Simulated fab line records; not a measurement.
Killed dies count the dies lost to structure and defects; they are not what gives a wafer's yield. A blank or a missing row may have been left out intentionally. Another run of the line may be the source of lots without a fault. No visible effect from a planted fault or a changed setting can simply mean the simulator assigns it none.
Struck lot and sound lot, side by side | flow rit_cmos | 17 steps out of a route of 202
Sound: wafers L789.3, L789.5, L789.6. Wafers struck: L795.1, L795.4, L795.5. Last of all comes the cause.
Per side, at each step with rows, come the tool, then ch with its chambers, and then its first start. Under that, the readings that differ: sound wafers | struck wafers | difference of the means | sigmas: that difference in standard deviations of wafers without a fault.
alike: words and numbers the same on both sides, and readings whose means are apart by under 2 such deviations; not compared: readings that were withheld, readings missing a value for some wafer, numbers with overlapping values and no deviation given by the record, and bounds like >300 which may hide the same value.
A row with sigmas, a row that says differs or no value, or rows on one side alone: a step with any of these is where the two part. When numbers do not overlap yet have no deviation, they are printed without sigmas and do not part them. A reading that every wafer of one side lacks parts them only if that side has two wafers or more.

first, 1 step without rows for these wafers: RIT_PSD_IMPLANT_08.
RIT_PSD_STRIP_09: strips in O2, time 180 s.
  sound on plasma_asher-01 ch 0,1, day 3 06:04; struck on plasma_asher-01 ch 0, day 4 14:38
  alike: drypump_motor_current_A
  not compared: rf_hours_counter_h
RIT_PSD_TW_MEAS_10:
  struck on film_metro-03, day 4 14:49; sound on film_metro-01, day 3 06:13
  alike: PSD_TW
then, 3 steps without rows for these wafers: RIT_SDANNEAL_CLEAN_00 (cleans in SC1, time 600 s); RIT_SDANNEAL_CLEAN_01 (cleans in dHF, time 30 s); RIT_SDANNEAL_CLEAN_02 (cleans in SC2, time 600 s).
RIT_SDANNEAL_RTA_03: time 5 s.
  sound on rtp_anneal-01 ch 0, day 3 07:03; struck on rtp_anneal-01 ch 0, day 4 15:16
  alike: wafer_temp_C_max
RIT_SDANNEAL_RS_MEAS_04: measurement is done with a four-point probe.
  struck on film_metro-01, day 4 15:19; sound on film_metro-01, day 3 07:08
  alike: PSD_RS
RIT_SDANNEAL_RS_MEAS_05: measurement is done with a four-point probe.
  struck on film_metro-01, day 4 15:26; sound on film_metro-01, day 3 07:15
  alike: NSD_RS
RIT_SDANNEAL_RS_MEAS_06: measurement is done with a four-point probe.
  struck on film_metro-01, day 4 15:34; sound on film_metro-01, day 3 07:22
  alike: PLDD_RS
RIT_SDANNEAL_RS_MEAS_07: measurement is done with a four-point probe.
  struck on film_metro-01, day 4 15:41; sound on film_metro-01, day 3 07:29
  alike: NLDD_RS
then, 1 step without rows for these wafers: RIT_SILICIDE_WET_ETCH_00 (etches SiO2 in BOE, target depth 14 nm, time 15 s).
RIT_SILICIDE_SPUTTER_01: material Ti, target thk 30 nm, time 240 s.
  struck on pvd_sputter-04, day 4 15:49; sound on pvd_sputter-04, day 3 07:36
  alike: chamber_pressure_pa, throttle_valve_pct
RIT_SILICIDE_RS_MEAS_02: measurement is done with a four-point probe.
  struck on film_metro-04, day 4 15:58; sound on film_metro-03, day 3 07:47
  reading                 | sound          | struck         | difference | sigmas
  SILICIDE_TI_RS (ohm/sq) | 47.9 47.8 48.6 | 85.5 85.8 88.6 | +38.5      | +52
RIT_SILICIDE_THK_MEAS_03: measures by xrf.
  struck on film_metro-04, day 4 16:05; sound on film_metro-03, day 3 07:53
  reading              | sound          | struck         | difference | sigmas
  SILICIDE_TI_THK (nm) | 29.7 29.7 29.4 | 22.4 22.4 21.9 | -7.4       | -21
RIT_SILICIDE_RTA_04: time 10 s, ramp up 5 s, ramp down 5 s.
  sound on rtp_anneal-02 ch 0, day 3 07:57; struck on rtp_anneal-02 ch 0, day 4 16:09
  alike: wafer_temp_C_max
RIT_M1_PROBE_99:
  the record holds rows for the sound wafers here (prober-01, day 3 15:42) but none for the struck ones

== WHERE THEY PART ==
First at RIT_SILICIDE_RS_MEAS_02; last, within this record, at RIT_M1_PROBE_99.

WHY: what had been put in by the simulator
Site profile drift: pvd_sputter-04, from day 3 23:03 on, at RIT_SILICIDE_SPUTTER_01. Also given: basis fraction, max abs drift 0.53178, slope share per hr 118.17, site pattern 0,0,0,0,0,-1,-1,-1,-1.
